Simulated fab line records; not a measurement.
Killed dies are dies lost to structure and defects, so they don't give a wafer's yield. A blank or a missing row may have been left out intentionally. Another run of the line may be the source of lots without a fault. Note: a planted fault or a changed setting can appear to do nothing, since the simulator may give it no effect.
Which tool is to blame? -- flow ritCmos -- at 1 step of a route of 202, 15 lots with 45 wafers sampled

== WHAT EACH GAUGE READ, for each wafer ==
The record holds no reading of a measuring or inspecting step that can be judged against a usual standard deviation.

== WHAT TOOL EACH LOT RAN ON (gives the tool, then ch and the chambers of the sampled wafers, and finally the start) ==
lot,RIT_NRETRO_DEVELOP_05
L922,"lithoTrack-04 ch 0, day 2 08:00"
L924,"lithoTrack-03 ch 0, day 2 18:00"
L925,"lithoTrack-04 ch 0, day 2 22:00"
L926,"lithoTrack-04 ch 0, day 3 04:00"
L928,"lithoTrack-03 ch 0, day 3 12:00"
L930,"lithoTrack-04 ch 0, day 4 00:00"
L933,"lithoTrack-04 ch 0, day 4 14:00"
L934,"lithoTrack-03 ch 0, day 4 19:00"
L935,"lithoTrack-03 ch 0, day 4 22:00"
L936,"lithoTrack-03, day 5 04:00"
L937,"lithoTrack-01, day 5 10:00"
L938,"lithoTrack-01, day 5 15:00"
L941,"lithoTrack-01 ch 0, day 6 05:00"
L944,"lithoTrack-04 ch 0, day 6 21:00"
L945,"lithoTrack-03 ch 0, day 7 02:00"
- RIT_NRETRO_DEVELOP_05: develop time 68 s.

== AS READ BY THE TOOLS THEMSELVES (means over the sampled wafers that have a number; for cases with no such wafer, the mark the record gives instead) ==
RIT_NRETRO_DEVELOP_05. Usual: 23.00 C for chillPlateTempC, sd 0.11.
lot,tool,chillPlateTempC (C),flag
L922,lithoTrack-04,23.08,
L924,lithoTrack-03,23.00,
L925,lithoTrack-04,22.89,
L926,lithoTrack-04,22.93,
L928,lithoTrack-03,23.11,
L930,lithoTrack-04,22.92,
L933,lithoTrack-04,23.14,
L934,lithoTrack-03,22.94,
L935,lithoTrack-03,22.87,
L936,lithoTrack-03,-,OFF
L937,lithoTrack-01,-,OFF
L938,lithoTrack-01,-,OFF
L941,lithoTrack-01,23.01,
L944,lithoTrack-04,23.08,
L945,lithoTrack-03,22.97,

== THE ANSWER, worked out from the rows above alone ==
Rule: lot off if the mean of its wafers having a number is beyond 3 standard deviations from the usual mean. A lot without any number at a reading at which 4 lots or more have one is off too. Any other lot the step has rows for is counted as sound. First the gauges in route order, then the tools' own readings, where a lot's mean is used as printed above. The first step at which some lot is off is used, and at that step the reading that is off furthest; a lot without a number counts as furthest.
Off at RIT_NRETRO_DEVELOP_05 (chillPlateTempC): L936, L937, L938. Without a number there: L936, L937, L938.
If a tool, at that step or one of the process steps before it, ran each lot that is off and ran no sound lot following the first of them, it fits. Of those tried, none fits.

== WHAT THE SIMULATOR HAD PUT IN ==
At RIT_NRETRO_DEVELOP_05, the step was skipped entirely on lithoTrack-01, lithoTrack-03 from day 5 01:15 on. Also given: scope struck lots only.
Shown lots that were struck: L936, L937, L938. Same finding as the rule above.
